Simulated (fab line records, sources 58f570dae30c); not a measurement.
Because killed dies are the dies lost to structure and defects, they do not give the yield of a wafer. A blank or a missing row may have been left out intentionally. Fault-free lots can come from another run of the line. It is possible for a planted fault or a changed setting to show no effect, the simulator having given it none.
fab line records | flow berkeley_cmos170
[record] lots = 14 | wafers = 42 | last_day = 13
route steps=331 shown NLDD@167
lots that met no fault: taken from a fault-free run of the same line
start_h: start of the lot's first displayed wafer, in hours after the record's first day | wait_h: how many hours have passed since the lot's step before this one | " identical to the entry in the row above | L1.1+2: a single row standing in for several wafers | - either no value or no given start | * or withheld: withheld | < > ~ a bound
route shown NAME@n: a module of which the file shows steps, and the number in the route of the first | usual: mean/standard deviation taken from wafers without a fault | same: alike in all rows | chamber/n: place in a boat | sites: the reading at each site | _std_site: the values' standard deviation | _edge_site: the outer-site mean with the inner-site mean subtracted | radius_mm: how far each site lies from the wafer's centre | mask NAME#n: copy n | behind: the tool/chamber that last shaped the wafer | hold: cause of the lot's hold/its duration in hours/its outcome | device: transistor that didn't switch, given as n, p or np | end of line: tests of these same wafers at the route's end | a step without rows: its recipe alone | killed: dies that structure and defects cost at the first sort, which is not the same as the wafer's yield | map: dies across one wafer; x = killed, . = not, _ = none there
set.NAME: the setting as run; set.NAME@STEP: as run at that earlier step | model.NAME: the simulator's own value behind a step, which no gauge read
a sample of lots followed through the steps of the route, with each step as a table and each wafer as a row
services: when a tool's chamber went out of use (start_h, in hours from the record's first day, below 0 if earlier), for how many hours, and the reason
[[steps]]
[step UCB170_NLDD_IMPLANT_09]
[recipe] species = As | dose_cm2 = 5e+13 | energy_kev = 30 | tilt_deg = 7 | rotation_deg = 180
[usual] dose_ions_cm2 = 5.002e+13/5.1e+10 | faraday_current_uA = 158.8/3
lot.wafer | tool         | chamber | start_h | wait_h | dose_ions_cm2 | faraday_current_uA
L147.1    | implanter-02 | 0       | 166.68  | 0.1    | 5e+13         | 159.2
L147.2    | "            | 0       | "       | "      | 5.001e+13     | 158.7
L147.3    | "            | 0       | "       | "      | 4.999e+13     | 157.2
L148.1    | implanter-04 | 0       | 178.66  | 0.1    | 5.011e+13     | 162.5
L148.5    | "            | 0       | "       | "      | 4.998e+13     | 154.4
L148.6    | "            | 0       | "       | "      | 4.998e+13     | 165.5
L150.1    | implanter-02 | 0       | 178.93  | 0.1    | 5.004e+13     | 160.0
L150.2    | "            | 0       | "       | "      | 5.014e+13     | 157.0
L150.6    | "            | 0       | "       | "      | 5.003e+13     | 158.5
L151.2    | implanter-04 | 0       | 179.23  | 0.1    | 4.995e+13     | 153.1
L151.3    | "            | 0       | "       | "      | 4.995e+13     | 159.3
L151.5    | "            | 0       | "       | "      | 4.997e+13     | 159.2
L149.1    | implanter-04 | 0       | 179.51  | 0.1    | 5.007e+13     | 157.0
L149.3    | "            | 0       | "       | "      | 4.997e+13     | 157.9
L149.5    | "            | 0       | "       | "      | 4.999e+13     | 162.3
L153.2    | implanter-04 | 0       | 191.23  | 0.1    | 5.004e+13     | 156.1
L153.5    | "            | 0       | "       | "      | 5.004e+13     | 151.7
L153.6    | "            | 0       | "       | "      | 5.009e+13     | 162.9
L152.2    | implanter-01 | 0       | 192.03  | 0.1    | 5.006e+13     | 160.0
L152.4    | "            | 0       | "       | "      | 5.001e+13     | 154.9
L152.6    | "            | 0       | "       | "      | 5.012e+13     | 157.9
L155.2    | implanter-01 | 0       | 208.49  | 0.1    | 5.003e+13     | 161.3
L155.4    | "            | 0       | "       | "      | 5.001e+13     | 156.4
L155.5    | "            | 0       | "       | "      | 5.002e+13     | 157.6
L157.1    | implanter-04 | 0       | 222.48  | 0.1    | 5.001e+13     | 163.1
L157.5    | "            | 0       | "       | "      | 5.004e+13     | 158.1
L157.6    | "            | 0       | "       | "      | 5.001e+13     | 159.5
L163.1    | implanter-04 | 0       | 247.91  | 0.1    | 7.254e+13     | 221.7
L163.3    | "            | 0       | "       | "      | 7.261e+13     | 229.9
L163.5    | "            | 0       | "       | "      | 7.26e+13      | 235.1
L162.1    | implanter-02 | 0       | 248.03  | 0.1    | 4.997e+13     | 161.1
L162.4    | "            | 0       | "       | "      | 5.004e+13     | 158.3
L162.6    | "            | 0       | "       | "      | 5.007e+13     | 156.7
L165.1    | implanter-04 | 0       | 261.82  | 0.1    | 7.257e+13     | 230.1
L165.2    | "            | 0       | "       | "      | 7.251e+13     | 227.1
L165.4    | "            | 0       | "       | "      | 7.251e+13     | 229.6
L168.4    | implanter-01 | 0       | 271.79  | 0.1    | 4.996e+13     | 165.6
L168.5    | "            | 0       | "       | "      | 4.995e+13     | 159.2
L168.6    | "            | 0       | "       | "      | 5.001e+13     | 158.5
L167.1    | implanter-02 | 0       | 272.21  | 0.1    | 4.99e+13      | 164.8
L167.2    | "            | 0       | "       | "      | 4.995e+13     | 159.6
L167.3    | "            | 0       | "       | "      | 4.996e+13     | 157.4
[step UCB170_NLDD_TW_MEAS_11]
[usual] NLDD_TW = 2202/22
lot.wafer | tool          | chamber | start_h | wait_h | hold                     | NLDD_TW
L147.1    | film_metro-02 | -       | 166.93  | 0.1    | -                        | 2220
L147.2    | "             | -       | "       | "      | -                        | 2214
L147.3    | "             | -       | "       | "      | -                        | 2233
L148.1    | film_metro-02 | -       | 178.91  | 0.1    | -                        | 2197
L148.5    | "             | -       | "       | "      | -                        | 2194
L148.6    | "             | -       | "       | "      | -                        | 2203
L150.1    | film_metro-04 | -       | 179.18  | 0.1    | -                        | 2213
L150.2    | "             | -       | "       | "      | -                        | 2207
L150.6    | "             | -       | "       | "      | -                        | 2222
L151.2    | film_metro-02 | -       | 179.47  | 0.1    | -                        | 2208
L151.3    | "             | -       | "       | "      | -                        | 2196
L151.5    | "             | -       | "       | "      | -                        | 2195
L149.1    | film_metro-04 | -       | 179.76  | 0.1    | -                        | 2223
L149.3    | "             | -       | "       | "      | -                        | 2213
L149.5    | "             | -       | "       | "      | -                        | 2214
L153.2    | film_metro-03 | -       | 191.47  | 0.1    | -                        | 2178
L153.5    | "             | -       | "       | "      | -                        | 2189
L153.6    | "             | -       | "       | "      | -                        | 2180
L152.2    | film_metro-03 | -       | 192.27  | 0.1    | -                        | 2173
L152.4    | "             | -       | "       | "      | -                        | 2175
L152.6    | "             | -       | "       | "      | -                        | 2187
L155.2    | film_metro-02 | -       | 208.73  | 0.1    | -                        | 2228
L155.4    | "             | -       | "       | "      | -                        | 2224
L155.5    | "             | -       | "       | "      | -                        | 2229
L157.1    | film_metro-03 | -       | 222.73  | 0.1    | -                        | 2189
L157.5    | "             | -       | "       | "      | -                        | 2173
L157.6    | "             | -       | "       | "      | -                        | 2185
L163.1    | film_metro-03 | -       | 248.16  | 0.1    | await_dispo/0.2h/release | 2288
L163.3    | "             | -       | "       | "      | await_dispo/0.2h/release | 2292
L163.5    | "             | -       | "       | "      | await_dispo/0.2h/release | 2295
L163.1    | film_metro-03 | -       | 248.50  | 0.3    | -                        | 2315
L163.3    | "             | -       | "       | "      | -                        | 2298
L163.5    | "             | -       | "       | "      | -                        | 2280
L162.1    | film_metro-04 | -       | 248.28  | 0.1    | -                        | 2205
L162.4    | "             | -       | "       | "      | -                        | 2207
L162.6    | "             | -       | "       | "      | -                        | 2195
L165.1    | film_metro-04 | -       | 262.07  | 0.1    | await_dispo/0.2h/release | 2334
L165.2    | "             | -       | "       | "      | await_dispo/0.2h/release | 2325
L165.4    | "             | -       | "       | "      | await_dispo/0.2h/release | 2339
L165.1    | film_metro-04 | -       | 262.29  | 0.2    | -                        | 2346
L165.2    | "             | -       | "       | "      | -                        | 2345
L165.4    | "             | -       | "       | "      | -                        | 2341
L168.4    | film_metro-04 | -       | 271.99  | 0.1    | -                        | 2217
L168.5    | "             | -       | "       | "      | -                        | 2217
L168.6    | "             | -       | "       | "      | -                        | 2228
L167.1    | film_metro-03 | -       | 272.48  | 0.1    | -                        | 2153
L167.2    | "             | -       | "       | "      | -                        | 2172
L167.3    | "             | -       | "       | "      | -                        | 2168
[step UCB170_SDANNEAL_RS_MEAS_05]
[recipe] thk_meas_gauge = four-point-probe
[usual] NLDD_RS = 618.0/1.2
lot.wafer | tool          | chamber | start_h | wait_h | hold                     | NLDD_RS[ohm/sq]
L147.1    | film_metro-03 | -       | 183.16  | 0.1    | -                        | 619.4
L147.2    | "             | -       | "       | "      | -                        | 618.8
L147.3    | "             | -       | "       | "      | -                        | 618.2
L148.1    | film_metro-02 | -       | 193.20  | 0.1    | -                        | 617.2
L148.5    | "             | -       | "       | "      | -                        | 616.9
L148.6    | "             | -       | "       | "      | -                        | 616.7
L149.1    | film_metro-03 | -       | 193.20  | 0.1    | -                        | 619.3
L149.3    | "             | -       | "       | "      | -                        | 620.1
L149.5    | "             | -       | "       | "      | -                        | 616.2
L151.2    | film_metro-04 | -       | 193.46  | 0.1    | -                        | 619.3
L151.3    | "             | -       | "       | "      | -                        | 617.8
L151.5    | "             | -       | "       | "      | -                        | 617.7
L150.1    | film_metro-02 | -       | 193.68  | 0.1    | -                        | 616.5
L150.2    | "             | -       | "       | "      | -                        | 616.4
L150.6    | "             | -       | "       | "      | -                        | 616.8
L152.2    | film_metro-03 | -       | 204.64  | 0.1    | -                        | 620.2
L152.4    | "             | -       | "       | "      | -                        | 620.1
L152.6    | "             | -       | "       | "      | -                        | 620.4
L153.2    | film_metro-04 | -       | 204.99  | 0.1    | -                        | 618.6
L153.5    | "             | -       | "       | "      | -                        | 621.2
L153.6    | "             | -       | "       | "      | -                        | 618.5
L155.2    | film_metro-04 | -       | 219.83  | 0.1    | -                        | 618.0
L155.4    | "             | -       | "       | "      | -                        | 617.8
L155.5    | "             | -       | "       | "      | -                        | 616.3
L157.1    | film_metro-02 | -       | 233.89  | 0.1    | -                        | 619.0
L157.5    | "             | -       | "       | "      | -                        | 620.1
L157.6    | "             | -       | "       | "      | -                        | 618.2
L163.1    | film_metro-03 | -       | 260.24  | 0.1    | await_dispo/0.2h/release | 537.2
L163.3    | "             | -       | "       | "      | await_dispo/0.2h/release | 538.1
L163.5    | "             | -       | "       | "      | await_dispo/0.2h/release | 537.3
L163.1    | film_metro-03 | -       | 260.55  | 0.3    | -                        | 536.3
L163.3    | "             | -       | "       | "      | -                        | 538.8
L163.5    | "             | -       | "       | "      | -                        | 538.1
L162.1    | film_metro-03 | -       | 260.79  | 0.1    | -                        | 618.2
L162.4    | "             | -       | "       | "      | -                        | 616.7
L162.6    | "             | -       | "       | "      | -                        | 616.7
L165.1    | film_metro-02 | -       | 272.48  | 0.1    | await_dispo/0.2h/release | 536.7
L165.2    | "             | -       | "       | "      | await_dispo/0.2h/release | 536.3
L165.4    | "             | -       | "       | "      | await_dispo/0.2h/release | 535.8
L165.1    | film_metro-02 | -       | 272.77  | 0.3    | -                        | 536.2
L165.2    | "             | -       | "       | "      | -                        | 536.1
L165.4    | "             | -       | "       | "      | -                        | 535.9
L168.4    | film_metro-02 | -       | 284.87  | 0.1    | -                        | 617.0
L168.5    | "             | -       | "       | "      | -                        | 617.7
L168.6    | "             | -       | "       | "      | -                        | 617.9
L167.1    | film_metro-04 | -       | 286.17  | 0.1    | -                        | 618.6
L167.2    | "             | -       | "       | "      | -                        | 618.4
L167.3    | "             | -       | "       | "      | -                        | 615.3
[[services]]
tool         | chamber | start_h | hours | kind
implanter-01 | -       | 142.82  | 1.2   | repair
implanter-01 | -       | 162.12  | 8.3   | pm
implanter-01 | -       | 239.45  | 3.5   | pm
implanter-04 | -       | 254.44  | 2.7   | pm
[[key]]
[first_sign] step = UCB170_NLDD_IMPLANT_09 | reading = dose_ions_cm2 | direction = up | sigmas = 99+ | usual = 5.002e+13 | struck = 7.255e+13
[effect] step = UCB170_NLDD_IMPLANT_09 | reading = faraday_current_uA | direction = up | sigmas = 23 | usual = 158.8 | struck = 228.9
[effect] step = UCB170_NLDD_TW_MEAS_11 | reading = visit | direction = added
[effect] step = UCB170_NLDD_TW_MEAS_11 | reading = NLDD_TW | direction = up | sigmas = 5.1 | usual = 2202 | struck = 2312
[effect] step = UCB170_SDANNEAL_RS_MEAS_05 | reading = NLDD_RS | direction = down | sigmas = 66 | usual = 618.0 | struck = 536.9
met_at UCB170_NLDD_IMPLANT_09
struck_lots L163,L165
scrapped_behind UCB170_SDANNEAL_RS_MEAS_05 L163.1,L163.3,L163.5,L165.1,L165.2,L165.4
onset_between 222.48 247.91
[fault] kind = process_parameter_drift | tool = implanter-04 | chamber = - | onset_h = 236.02 | steps = UCB170_NLDD_IMPLANT_09 | channel = dose_cm2 | offset = 2.25e+13 | shape = step | end_h = 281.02 | acts_in = these_recipes_only | stated = 5e+13
